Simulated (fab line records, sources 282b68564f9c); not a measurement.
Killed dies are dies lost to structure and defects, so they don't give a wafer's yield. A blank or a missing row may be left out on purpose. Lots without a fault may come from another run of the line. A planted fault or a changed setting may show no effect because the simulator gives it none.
A struck lot beside a sound one | flow rit_cmos | 44 steps out of a route of 202
Sound: wafers L891.2, L891.4, L891.6. Struck: wafers L897.4, L897.5, L897.6. The cause comes at the end.
At each step with rows: each side's tool, then ch and its chambers, then its first start. Under that, the readings that differ: sound wafers | struck wafers | difference of the means | sigmas: that difference in standard deviations of wafers without a fault.
alike: readings whose means differ by less than 2 such deviations, and words and numbers that are the same on both sides. not compared: withheld readings, readings that some wafer has no value for, bounds like >300 that may hide the same value, and numbers for which the record gives no deviation and whose values overlap.
The two part at a step that has a row with sigmas, a row that says differs or no value, or rows on one side only. Numbers that don't overlap but have no deviation are shown without sigmas and don't part them. A reading that every wafer of one side lacks parts them only if that side has two wafers or more.

first, 3 steps without rows for these wafers: RIT_REOX_CLEAN_01 (cleans in dHF, time 30 s); RIT_REOX_CLEAN_02 (cleans in SC2, time 600 s); RIT_REOX_OXIDATION_03 (target thk 25.2 nm, ox time 5580 s).
RIT_REOX_THK_MEAS_04:
  sound on film_metro-04, day 3 02:09; struck on film_metro-04, day 4 09:02
  alike: REOX_OXIDE_THK
then, 6 steps without rows for these wafers: RIT_NLDD_HMDS_00 (prime time 60 s); RIT_NLDD_COAT_01 (resist thk 1000 nm); RIT_NLDD_SOFTBAKE_02 (time 60 s); RIT_NLDD_EXPOSE_03 (exposes mask M7, target cd 40700 nm); RIT_NLDD_PEB_04; RIT_NLDD_DEVELOP_05 (develop time 50 s).
RIT_NLDD_OVL_MEAS_06:
  sound on overlay-01, day 3 03:11; struck on overlay-01, day 4 10:10
  alike: NLDD_OVL
then, 1 step without rows for these wafers: RIT_NLDD_HARDBAKE_07 (time 60 s).
RIT_NLDD_IMPLANT_08:
  sound on implanter-02 ch 0, day 3 03:23; struck on implanter-01 ch 0, day 4 10:25
  reading                          | sound                     | struck                   | difference | sigmas
  dose_ions_cm2                    | 5.001e+14 5e+14 4.996e+14 | 1.007e+14 1.01e+14 1e+14 | -3.993e+14 | -99 or more
  end_station_pressure_torr (Torr) | 6.3e-06 7e-06 6.9e-06     | 5.3e-06 5.3e-06 4.9e-06  | -1.6e-06   | -4
  faraday_current_uA               | 1608 1593 1571            | 315 314 318              | -1275      | -40
  alike: beam_on_s
RIT_NLDD_STRIP_09: strips in O2, time 180 s.
  sound on plasma_asher-01 ch 0,1, day 3 03:31; struck on plasma_asher-01 ch 0,1, day 4 10:32
  alike: drypump_motor_current_A
  not compared: rf_hours_counter_h
RIT_NLDD_TW_MEAS_10:
  sound on film_metro-01, day 3 03:42; struck on film_metro-01, day 4 10:41
  reading | sound          | struck         | difference | sigmas
  NLDD_TW | 2492 2495 2499 | 1558 1550 1539 | -946       | -45
then, 6 steps without rows for these wafers: RIT_PLDD_HMDS_00 (prime time 60 s); RIT_PLDD_COAT_01 (resist thk 1000 nm); RIT_PLDD_SOFTBAKE_02 (time 60 s); RIT_PLDD_EXPOSE_03 (exposes mask M8, target cd 40900 nm); RIT_PLDD_PEB_04; RIT_PLDD_DEVELOP_05 (develop time 50 s).
RIT_PLDD_OVL_MEAS_06:
  sound on overlay-01, day 3 04:37; struck on overlay-01, day 4 11:35
  alike: PLDD_OVL
then, 2 steps without rows for these wafers: RIT_PLDD_HARDBAKE_07 (time 60 s); RIT_PLDD_IMPLANT_08.
RIT_PLDD_STRIP_09: strips in O2, time 180 s.
  sound on plasma_asher-01 ch 0,1, day 3 04:56; struck on plasma_asher-04 ch 0,1, day 4 11:58
  alike: drypump_motor_current_A
  not compared: rf_hours_counter_h
RIT_PLDD_TW_MEAS_10:
  sound on film_metro-01, day 3 05:07; struck on film_metro-01, day 4 12:07
  alike: PLDD_TW
then, 4 steps without rows for these wafers: RIT_SPACER_CLEAN_00 (cleans in SC1, time 600 s); RIT_SPACER_CLEAN_01 (cleans in dHF, time 30 s); RIT_SPACER_CLEAN_02 (cleans in SC2, time 600 s); RIT_SPACER_CVD_03 (deposits Si3N4 from SiH2Cl2/NH3, target thk 250 nm, time 3300 s).
RIT_SPACER_THK_MEAS_04:
  sound on film_metro-01, day 3 07:28; struck on film_metro-02, day 4 14:28
  alike: SPACER_NITRIDE_THK
RIT_SPACER_ETCHBACK_05: etches Si3N4 in SF6/CHF3, stops on SiO2, target depth 250 nm, time 240 s.
  sound on rie_diel-04 ch 0,1,2, day 3 07:31; struck on rie_diel-04 ch 0,1, day 4 14:30
  alike: SF6_flow_sccm, drypump_motor_current_A, oes_product_au, throttle_valve_pct
  not compared: rf_hours_counter_h
then, 6 steps without rows for these wafers: RIT_NSD_HMDS_00 (prime time 60 s); RIT_NSD_COAT_01 (resist thk 1000 nm); RIT_NSD_SOFTBAKE_02 (time 60 s); RIT_NSD_EXPOSE_03 (exposes mask M9, target cd 40700 nm); RIT_NSD_PEB_04; RIT_NSD_DEVELOP_05 (develop time 50 s).
RIT_NSD_OVL_MEAS_06:
  sound on overlay-01, day 3 08:39; struck on overlay-02, day 4 15:31
  alike: NSD_OVL
then, 2 steps without rows for these wafers: RIT_NSD_HARDBAKE_07 (time 60 s); RIT_NSD_IMPLANT_08.
RIT_NSD_STRIP_09: strips in O2, time 180 s.
  sound on plasma_asher-03 ch 1, day 3 08:59; struck on plasma_asher-03 ch 0,1, day 4 15:53
  alike: drypump_motor_current_A
  not compared: rf_hours_counter_h
RIT_SDANNEAL_RS_MEAS_07: measures by four-point-probe.
  sound on film_metro-01, day 3 11:35; struck on film_metro-03, day 4 18:28
  reading          | sound             | struck            | difference | sigmas
  NLDD_RS (ohm/sq) | 151.1 151.7 151.2 | 513.7 520.7 524.1 | +368.2     | +99 or more
RIT_M1_PROBE_99:
  sound on prober-01, day 3 18:40; struck on prober-01, day 5 01:36
  alike: killed_at_front_end, killed_dies, killed_open, killed_short

WHERE THEY PART
First at RIT_NLDD_IMPLANT_08; last, within this record, at RIT_SDANNEAL_RS_MEAS_07. Later steps at which nothing parts them and some readings are alike: RIT_M1_PROBE_99.

WHY: what the simulator had put in
Process parameter drift: implanter-01, from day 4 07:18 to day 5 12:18, at RIT_NLDD_IMPLANT_08. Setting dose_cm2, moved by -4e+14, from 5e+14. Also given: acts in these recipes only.
